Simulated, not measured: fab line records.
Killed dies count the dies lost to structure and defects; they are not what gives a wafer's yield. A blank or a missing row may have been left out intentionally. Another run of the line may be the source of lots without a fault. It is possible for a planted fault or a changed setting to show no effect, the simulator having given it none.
Split-lot trial ; flow berkeley_cmos170 ; 23 wafers read across 5 lots, on a route 331 steps long

== ON THE SPLIT ==
At UCB170_CONTACT_CVD_01 (deposits PSG from SiH4/O2/PH3, target thk 700 nm, time 2820 s), the setting time_s was moved away from the recipe's 2820 s on 15 of the 23 wafers read, by -11.5% to +14.9%. This setting was run at the recipe's value on the other wafers.

Split to reading: the file shows no intervening step.

== THE READING ==
CONTACT_PSG_THK in nanometres, read at UCB170_CONTACT_THK_MEAS_02. A value of 700 nm with a standard deviation of 5.6 nm is what fault-free wafers of this fab line usually give.

wafer;tool, chamber at the split;time_s as run, s;against the recipe;CONTACT_PSG_THK, nm;against lot-mates on the recipe
L079.2;-, -;3240;+14.9%;805;no lot-mate on the recipe
L079.3;-, -;3240;+14.9%;802;no lot-mate on the recipe
L079.4;-, -;3240;+14.9%;804;no lot-mate on the recipe
L079.5;-, -;3240;+14.9%;806;no lot-mate on the recipe
L079.6;-, -;3240;+14.9%;808;no lot-mate on the recipe
L081.1;-, -;2497;-11.5%;623;no lot-mate on the recipe
L081.2;-, -;2497;-11.5%;627;no lot-mate on the recipe
L081.3;-, -;2497;-11.5%;621;no lot-mate on the recipe
L081.4;-, -;2497;-11.5%;620;no lot-mate on the recipe
L081.6;-, -;2497;-11.5%;619;no lot-mate on the recipe
L083.1;lpcvd-01, 1;2820;recipe;710;-
L083.4;lpcvd-01, 1;2820;recipe;713;-
L083.5;lpcvd-01, 1;2820;recipe;712;-
L084.2;-, -;2820;recipe;704;-
L084.3;-, -;2820;recipe;701;-
L084.4;-, -;2820;recipe;694;-
L084.5;-, -;2820;recipe;699;-
L084.6;-, -;2820;recipe;695;-
L085.1;-, -;3145;+11.5%;775;no lot-mate on the recipe
L085.2;-, -;3145;+11.5%;779;no lot-mate on the recipe
L085.3;-, -;3145;+11.5%;783;no lot-mate on the recipe
L085.4;-, -;3145;+11.5%;784;no lot-mate on the recipe
L085.5;-, -;3145;+11.5%;779;no lot-mate on the recipe

THE FIT
A straight line over all 23 wafers: CONTACT_PSG_THK changes by +6.89 nm for each +1% of time_s; r = +1.00; the points scatter about the line by 5.1 nm.
Too few moved wafers have a lot-mate on the recipe to fit a line with each lot's own level taken away.

== THE WHOLE CHAIN: every reading that the file lists as answering this split, in the file's order ==
step;what it does;reading;change (the file's fit);r (the file's)
UCB170_CONTACT_CVD_01;deposits PSG from SiH4/O2/PH3, target thk 700 nm, time 2820 s;PSG_of_CONTACT_CVD_01.thk_nm (the simulator's own value, which no gauge read);+6.88 nm for each +1% of the setting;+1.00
UCB170_CONTACT_THK_MEAS_02;;CONTACT_PSG_THK;+6.89 for each +1% of the setting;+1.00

== FILE'S OWN FIT ==
CONTACT_PSG_THK changes by +6.89 nm for each +1% of time_s, r = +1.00.
